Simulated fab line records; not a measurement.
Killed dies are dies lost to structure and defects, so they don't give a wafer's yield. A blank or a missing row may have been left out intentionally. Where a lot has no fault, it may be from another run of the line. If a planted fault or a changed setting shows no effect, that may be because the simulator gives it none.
Struck lot and sound lot, side by side -- flow berkeley-cmos170 -- 14 out of 331 route steps
Sound: the wafers L608.2, L608.4, L608.5. Wafers L618.2, L618.3, L618.6 were the ones struck. The cause is named last.
Order at every step that has rows: each side's tool, ch and its chambers, its first start. Under that, the readings that differ: sound wafers -- struck wafers -- difference of the means -- sigmas: that difference in standard deviations of wafers without a fault.
alike: readings with means less than 2 such deviations apart, plus words and numbers identical on both sides. not compared: withheld readings, readings lacking a value on some wafer, bounds such as >300 that could conceal the same value, and numbers that have no deviation in the record and whose values overlap.
Wherever a step has rows on one side only, a row that says differs or no value, or a row with sigmas, the two part there. Numbers that don't overlap but have no deviation are shown without sigmas and don't part them. Lack of a reading on every wafer of one side parts them only where that side has two or more wafers.

first, 2 steps without rows for these wafers: UCB170_START_CLEAN_01 (cleans in dHF, time 60 s); UCB170_START_OXIDATION_02 (target thk 20 nm, ox time 1728 s).
UCB170_START_THK_MEAS_03:
  sound: film-metro-01 at day 2 15:12; struck: film-metro-04 at day 4 18:13
  alike: START_OXIDE_THK
then, 7 steps without rows for these wafers: UCB170_START_ANNEAL_04 (time 1200 s); UCB170_ZERO_HMDS_00 (prime time 60 s); UCB170_ZERO_COAT_01 (resist thk 900 nm); UCB170_ZERO_SOFTBAKE_02 (time 58.87 s); UCB170_ZERO_EXPOSE_03 (exposes mask PM MARKS, target cd 4000 nm); UCB170_ZERO_PEB_04; UCB170_ZERO_DEVELOP_05 (develop time 45 s).
UCB170_ZERO_ETCH_06: etches SiO2 in CHF3/CF4/Ar, time 12 s.
  sound on rie-diel-01 ch 0,1,3, day 2 21:30; struck on rie-diel-03 ch 0,1,2, day 5 00:38
  alike: CHF3_flow_sccm, cf4-flow-sccm, drypump-motor-current-A, oes-product-au, throttle-valve-pct
  not compared: rf-hours-counter-h
UCB170_ZERO_STRIP_07: strips in O2.
  sound on plasma-asher-01 ch 0, day 2 21:31; struck on plasma-asher-01 ch 0,1, day 5 00:40
  alike: drypump-motor-current-A, oes-product-au, strip-time-to-endpoint-s
  not compared: rf-hours-counter-h
UCB170_NWELL_WET_ETCH_00: etches SiO2 in dHF, time 200 s.
  sound on wet-bench-02 ch 2, day 2 21:37; struck on wet-bench-01 ch 2, day 5 00:46
  no value came back on the struck wafers for bath-heat-duty-pct (%), run-length-s (s); on the sound wafers bath-heat-duty-pct (%) reads 5.4 5.5 4.9
reading,sound,struck,difference,sigmas
model.SiO2_of_START_OXIDATION_02.thk-nm (nm),0 0 0,18.98 18.92 18.95,+18.95,
then, 1 step without rows for these wafers: UCB170_NWELL_OXIDATION_01 (target thk 26.4 nm, ox time 1260 s).

## WHERE THEY PART
Only at UCB170_NWELL_WET_ETCH_00, within this record.

WHY: the cause the simulator had injected
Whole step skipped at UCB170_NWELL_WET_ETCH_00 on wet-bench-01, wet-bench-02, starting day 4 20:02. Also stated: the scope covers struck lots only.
